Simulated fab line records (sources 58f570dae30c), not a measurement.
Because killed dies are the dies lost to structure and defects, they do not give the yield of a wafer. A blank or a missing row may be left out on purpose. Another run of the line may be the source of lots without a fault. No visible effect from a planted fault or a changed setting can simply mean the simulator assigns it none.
fab line records	flow berkeley_cmos170
record lots=6	wafers=18	last_day=11
route steps=331 shown PWELL@44 WELLDRIVE@55
lots with no fault: from the same line, run without faults
start_h: start of the lot's first displayed wafer, in hours after the record's first day	wait_h: time in hours since the lot's previous step	" as in the row above	L1.1+2: one row covering several wafers at once	- no value, or no start was given	* or withheld: withheld	< > ~ a bound
route shown NAME@n: names a module that has steps shown in the file, with the first one's number in the route	usual: mean/standard deviation of fault-free wafers	same: alike in all rows	chamber/n: place in a boat	sites: each site's reading	_std_site: standard deviation across them	_edge_site: mean of outer sites minus mean of inner sites	radius_mm: for every site, how far away it sits from the centre of the wafer	mask NAME#n: copy n	behind: the most recent tool/chamber to have shaped the wafer	hold: what put the lot on hold/how long, in hours/how the hold closed	device: transistor that didn't switch, given as n, p or np	end of line: tests of these same wafers at the route's end	for a step that has no rows: nothing shown but its recipe	killed: dies that structure and defects cost at the first sort, which is not the same as the wafer's yield	map: a wafer's dies, marking killed ones x, the rest . and places with no die _
set.NAME: setting as actually run; set.NAME@STEP: the setting as run at that earlier step	model.NAME: the simulator's own value behind a step, which no gauge read
lots seen at some steps along the route; tables by step, rows by wafer
services: when a tool's chamber went out of use (start_h, in hours from the record's first day, below 0 if earlier), for how many hours, and the reason
## steps
# step UCB170_PWELL_EXPOSE_10
# recipe mask_id=PWELL	target_cd_nm=3000	na=0.5	sigma_outer=0.6	source_shape=conventional	dose_mj=19
# step UCB170_PWELL_PEB_11
# recipe peb_temp_c=130	peb_time_s=withheld	resist=KrF
# step UCB170_PWELL_DEVELOP_12
# recipe developer=TMAH	develop_time_s=45	resist=KrF	dev_temp_c=21
# step UCB170_PWELL_OVL_MEAS_13
# usual PWELL_OVL=2/4.8
lot.wafer	tool	chamber	start_h	wait_h	PWELL_OVL[nm]
L621.2	overlay-02	-	75.52	-	1
L621.4	"	-	"	"	4
L621.5	"	-	"	"	6
L629.1	overlay-02	-	112.98	-	0
L629.2	"	-	"	"	3
L629.3	"	-	"	"	4
L630.2	overlay-01	-	118.93	-	2
L630.3	"	-	"	"	-2
L630.5	"	-	"	"	-4
L635.1	overlay-01	-	137.01	-	-7
L635.2	"	-	"	"	-3
L635.3	"	-	"	"	3
L634.3	overlay-02	-	137.15	-	-7
L634.4	"	-	"	"	-3
L634.5	"	-	"	"	-7
L637.1	overlay-02	-	147.98	-	5
L637.2	"	-	"	"	8
L637.4	"	-	"	"	9
# step UCB170_PWELL_ETCH_14
# recipe chemistry=CH3F/Ar/O2	target=Si3N4	stop_on=SiO2	CH3F_flow_sccm=20	Ar_flow_sccm=50	O2_flow_sccm=7	pressure_mtorr=50	rf_w=450	target_depth_a=2420	over_etch_frac=0.1	time_s=151
# usual chamber_pressure_mTorr=50.00/0.053	drypump_motor_current_A=5.6/0.46	oes_product_au=0.943/0.013	throttle_valve_pct=8.02/0.18
# same time_s=151
lot.wafer	tool	chamber	start_h	wait_h	chamber_pressure_mTorr	drypump_motor_current_A	oes_product_au	rf_hours_counter_h	throttle_valve_pct
L621.2	rie_diel-01	0	75.55	0.0	50.02	6.2	0.967	25	8.16
L621.4	"	2	"	"	50.00	4.9	0.928	10	7.96
L621.5	"	1	"	"	49.97	5.4	0.953	-	7.75
L629.1	rie_diel-01	1	113.01	0.0	50.03	5.4	0.956	76	7.75
L629.2	"	0	"	"	49.99	6.2	0.959	26	8.15
L629.3	"	2	"	"	50.05	4.9	0.930	11	7.96
L630.2	rie_diel-02	1	118.96	0.0	49.97	5.7	0.945	27	8.06
L630.3	"	2	"	"	50.06	5.5	0.934	42	7.78
L630.5	"	1	"	"	49.96	5.6	0.951	-	8.07
L635.1	rie_diel-01	1	137.05	0.0	49.98	5.4	0.949	77	7.75
L635.2	"	0	"	"	50.08	6.2	0.960	28	8.13
L635.3	"	2	"	"	50.00	4.9	0.923	13	7.96
L634.3	rie_diel-02	2	137.17	0.0	49.97	5.5	0.967	43	7.75
L634.4	"	1	"	"	50.01	5.6	0.952	28	8.07
L634.5	"	0	"	"	50.00	5.5	0.983	-	7.98
L637.1	rie_diel-01	1	148.01	0.0	50.03	5.5	0.951	77	7.75
L637.2	"	0	"	"	49.94	6.2	0.956	28	8.14
L637.4	"	3	"	"	50.04	6.5	0.955	112	7.90
# step UCB170_PWELL_IMPLANT_15
# recipe species=B	dose_cm2=5e+12	energy_kev=60	tilt_deg=7
# step UCB170_PWELL_STRIP_16
# recipe chemistry=O2	power_w=400	pressure_mtorr=3500	platen_temp_c=withheld	o2_flow_sccm=400	overash_fraction=0.5
# usual chamber_pressure_mTorr=3500/3.1	drypump_motor_current_A=5.90/0.24	oes_product_au=0.721/0.0038	strip_time_to_endpoint_s=18.11/0.12
lot.wafer	tool	chamber	start_h	wait_h	chamber_pressure_mTorr	drypump_motor_current_A	oes_product_au	rf_hours_counter_h	strip_time_to_endpoint_s
L621.2	plasma_asher-02	1	75.80	0.1	3504	6.24	0.721	35	17.96
L621.4	"	0	"	"	3499	5.77	0.717	-	18.17
L621.5	"	0	"	"	3506	5.77	0.721	-	18.28
L629.1	plasma_asher-03	1	113.26	0.1	3506	6.05	0.715	40	18.27
L629.2	"	0	"	"	3501	5.64	0.720	40	18.02
L629.3	"	1	"	"	3499	6.02	0.721	-	18.33
L630.2	plasma_asher-03	0	119.21	0.1	3502	5.60	0.721	41	18.11
L630.3	"	1	"	"	3499	6.05	0.718	-	17.95
L630.5	"	0	"	"	3495	5.60	0.722	-	18.07
L635.1	plasma_asher-02	1	137.30	0.1	3492	6.22	0.724	2	18.21
L635.2	"	0	"	"	3495	5.78	0.719	2	17.86
L635.3	"	0	"	"	3500	5.79	0.719	-	18.19
L634.3	plasma_asher-03	0	137.46	0.1	3505	5.60	0.717	-	18.06
L634.4	"	1	"	"	3502	6.07	0.717	-	18.11
L634.5	"	1	"	"	3505	6.06	0.720	-	18.25
L637.1	plasma_asher-01	0	148.26	0.1	3504	5.65	0.721	39	18.20
L637.2	"	1	"	"	3495	6.16	0.718	39	17.88
L637.4	"	0	"	"	3501	5.66	0.723	-	18.05
# step UCB170_PWELL_TW_MEAS_17
# usual PWELL_TW=381/4.4
lot.wafer	tool	chamber	start_h	wait_h	PWELL_TW
L621.2	film_metro-02	-	75.91	0.1	384
L621.4	"	-	"	"	384
L621.5	"	-	"	"	384
L629.1	film_metro-04	-	113.36	0.1	378
L629.2	"	-	"	"	377
L629.3	"	-	"	"	378
L630.2	film_metro-03	-	119.32	0.1	387
L630.3	"	-	"	"	385
L630.5	"	-	"	"	387
L635.1	film_metro-03	-	137.40	0.1	387
L635.2	"	-	"	"	387
L635.3	"	-	"	"	386
L634.3	film_metro-02	-	137.54	0.1	385
L634.4	"	-	"	"	384
L634.5	"	-	"	"	385
L637.1	film_metro-04	-	148.36	0.1	380
L637.2	"	-	"	"	377
L637.4	"	-	"	"	381
# step UCB170_PWELL_CLEAN_18
# recipe chemistry=SPM	temp_c=120	time_s=600
# step UCB170_PWELL_WET_ETCH_19
# recipe chemistry=H3PO4	target=Si3N4	temp_c=160	time_s=14400
# step UCB170_PWELL_WET_ETCH_20
# recipe chemistry=BOE	dilution=5:1	target=SiO2	temp_c=25	time_s=22
# step UCB170_WELLDRIVE_CLEAN_00
# recipe chemistry=SPM	temp_c=120	time_s=600
# step UCB170_WELLDRIVE_OXIDATION_01
# recipe temp_c=1100	ambient=O2	target_thk_a=1990	ox_time_s=9247
# usual ox_temp_c=1100.0/0.46	ox_temp_c_max=1104.5/1	ox_time_s=9247/0	spike_tc_load_C=1126.3/1.9	tube_center_temp_C=1100/0.1
lot.wafer	tool	chamber	start_h	wait_h	ox_temp_c	ox_temp_c_max	ox_time_s	spike_tc_load_C	tube_center_temp_C
L621.2	furnace-01	0	83.38	3.0	1099.8	1103.7	9247	1126.0	1100
L621.4	"	0	"	"	1099.2	1102.7	9247	1128.9	1099.9
L621.5	"	0	"	"	1099.9	1102.8	9247	1127.3	1099.8
L629.1	furnace-03	-	122.96	4.4	-	-	-	-	-
L629.2	"	-	"	"	-	-	-	-	-
L629.3	"	-	"	"	-	-	-	-	-
L630.2	furnace-04	-	127.57	1.6	-	-	-	-	-
L630.3	"	-	"	"	-	-	-	-	-
L630.5	"	-	"	"	-	-	-	-	-
L634.3	furnace-04	0	143.19	0.6	1099.7	1103.3	9247	1123.8	1099.9
L634.4	"	0	"	"	1099.6	1104.8	9247	1124.0	1100.2
L634.5	"	0	"	"	1099.6	1103.8	9247	1122.0	1099.9
L635.1	furnace-04	0	143.19	0.6	1100.5	1104.2	9247	1125.3	1100.2
L635.2	"	0	"	"	1100.6	1103.9	9247	1124.2	1100.1
L635.3	"	0	"	"	1100.1	1104.9	9247	1125.0	1100.2
L637.1	furnace-04	0	155.20	2.0	1100.1	1105.0	9247	1124.9	1100.1
L637.2	"	0	"	"	1099.9	1105.5	9247	1122.3	1099.9
L637.4	"	0	"	"	1100.3	1105.3	9247	1123.6	1099.8
## services
tool	chamber	start_h	hours	kind
rie_diel-02	1	52.66	2.3	repair
rie_diel-02	0	106.36	-	clean
rie_diel-02	0	106.36	27.5	scheduled_down
rie_diel-02	0	106.36	27.5	vent_cycle
plasma_asher-02	-	108.85	9.0	pm
plasma_asher-02	0	108.85	9.0	vent_cycle
plasma_asher-02	1	108.85	9.0	vent_cycle
rie_diel-01	1	116.56	3.9	repair
plasma_asher-02	-	117.85	2.8	pm
plasma_asher-02	0	117.85	-	clean
plasma_asher-02	1	117.85	-	clean
plasma_asher-03	-	120.55	2.8	pm
furnace-01	-	128.53	3.0	pm
rie_diel-02	-	145.34	14.6	pm
## key
first_sign step=UCB170_WELLDRIVE_OXIDATION_01	reading=tool_record	direction=missing
effect none on later readings
met_at UCB170_WELLDRIVE_OXIDATION_01
struck_wafers L629.1,L629.2,L629.3,L630.2,L630.3,L630.5
later_rows_left_out L629.1,L629.2,L629.3,L630.2,L630.3,L630.5
sort_left_out L629.1,L629.2,L629.3,L630.2,L630.3,L630.5
tester_left_out L629,L630
fault kind=skipped_step_whole	tool=furnace-03,furnace-04	chamber=-	onset_h=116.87	steps=UCB170_WELLDRIVE_OXIDATION_01	scope=struck_lots_only
# tester_left_out: of these lots the tester's yield and bins aren't shown, on N5 and GAA mostly nor the transistor test; their killed dies are dies lost to structure and defects alone, not to doping, threshold or leakage, so they don't give the yield
# sort_left_out: the simulated sort isn't trusted on such a fault, so these wafers' sort isn't shown, and their yield isn't known
# later_rows_left_out: the simulator's readings of these wafers behind a module that went badly wrong aren't trusted and aren't shown, but for the sort
